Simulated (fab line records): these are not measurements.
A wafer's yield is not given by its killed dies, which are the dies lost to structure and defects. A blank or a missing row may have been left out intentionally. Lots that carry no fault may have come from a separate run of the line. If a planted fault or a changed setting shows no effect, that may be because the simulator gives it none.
A struck lot beside a sound one :: flow rit-cmos :: 16 out of 202 route steps
Sound: the wafers L732.2, L732.3, L732.4. Struck: wafers L736.1, L736.5, L736.6. Last of all comes the cause.
At each step with rows: each side's tool, then ch and its chambers, then its first start. Under that, the readings that differ: sound wafers :: struck wafers :: difference of the means :: sigmas: that difference in standard deviations of wafers without a fault.
alike: words and numbers the same on both sides, and readings whose means are apart by under 2 such deviations; not compared: readings that were withheld, readings missing a value for some wafer, numbers with overlapping values and no deviation given by the record, and bounds like >300 which may hide the same value.
Wherever a step has rows on one side only, a row that says differs or no value, or a row with sigmas, the two part there. When numbers do not overlap yet have no deviation, they are printed without sigmas and do not part them. Lack of a reading on every wafer of one side parts them only where that side has two or more wafers.

RIT_PWELL_TW_MEAS_10:
  sound on film-metro-01 at day 4 00:34; struck on film-metro-04 at day 5 07:31
  alike: PWELL_TW
then, 1 step without rows for these wafers: RIT_WELLDRIVE_ANNEAL_00 (time 14700 s).
RIT_WELLDRIVE_RS_MEAS_01: measurement is done with a four-point probe.
  sound on film-metro-04 at day 4 06:19; struck on film-metro-04 at day 5 13:34
  alike: NWELL_RS
RIT_WELLDRIVE_RS_MEAS_02: measurement is done with a four-point probe.
  sound on film-metro-04 at day 4 06:26; struck on film-metro-04 at day 5 13:41
reading: PWELL_RS (ohm/sq)
sound: 427.1 426.7 427.2
struck: 430.4 431.0 429.7
difference: +3.4
sigmas: +2
then, 6 steps without rows for these wafers: RIT_NRETRO_HMDS_00 (prime time 60 s); RIT_NRETRO_COAT_01 (resist thk 1300 nm); RIT_NRETRO_SOFTBAKE_02 (time 60 s); RIT_NRETRO_EXPOSE_03 (exposes mask M4, target cd 43900 nm); RIT_NRETRO_PEB_04; RIT_NRETRO_DEVELOP_05 (develop time 68 s).
RIT_NRETRO_OVL_MEAS_06:
  sound on overlay-01 at day 4 07:33; struck on overlay-01 at day 5 14:55
  alike: NRETRO_OVL
then, 1 step without rows for these wafers: RIT_NRETRO_HARDBAKE_07 (time 120 s).
RIT_NRETRO_IMPLANT_08:
  sound on implanter-04 ch 0, day 4 07:51; struck on implanter-04 ch 0, day 5 15:12
reading: beam-energy-keV
sound: 69.999 70.014 70.011
struck: 45.482 45.493 45.488
difference: -24.520
sigmas: -99 or more

reading: model.implant.rp-nm (nm)
sound: 84.04 84.04 84.04
struck: 55.57 55.57 55.57
difference: -28.47
sigmas: 

reading: model.implant.drp-nm (nm)
sound: 33.94 33.94 33.94
struck: 23.6 23.6 23.6
difference: -10.3
sigmas: 
RIT_NRETRO_STRIP_09: strips in O2, time 180 s.
  sound on plasma-asher-04 ch 0,1, day 4 07:59; struck on plasma-asher-02 ch 0,1, day 5 15:21
  alike: drypump-motor-current-A
  not compared: rf-hours-counter-h
RIT_NRETRO_TW_MEAS_10:
  sound on film-metro-03 at day 4 08:10; struck on film-metro-03 at day 5 15:50
reading: NRETRO_TW
sound: 1057 1062 1066
struck: 949 946 946
difference: -115
sigmas: -18
  not compared: hold
RIT_M1_PROBE_99:
  sound on prober-01 at day 5 11:25; struck on prober-02 at day 7 02:57
reading: killed-at-contacts
sound: 0 1 1
struck: 0 0 0
difference: -1
sigmas: -2
  alike: killed-at-front-end, killed-dies, killed-open, killed-short

## WHERE THEY PART
Last at RIT_M1_PROBE_99 as far as this record goes, first at RIT_WELLDRIVE_RS_MEAS_02.

WHY: what had been put in by the simulator
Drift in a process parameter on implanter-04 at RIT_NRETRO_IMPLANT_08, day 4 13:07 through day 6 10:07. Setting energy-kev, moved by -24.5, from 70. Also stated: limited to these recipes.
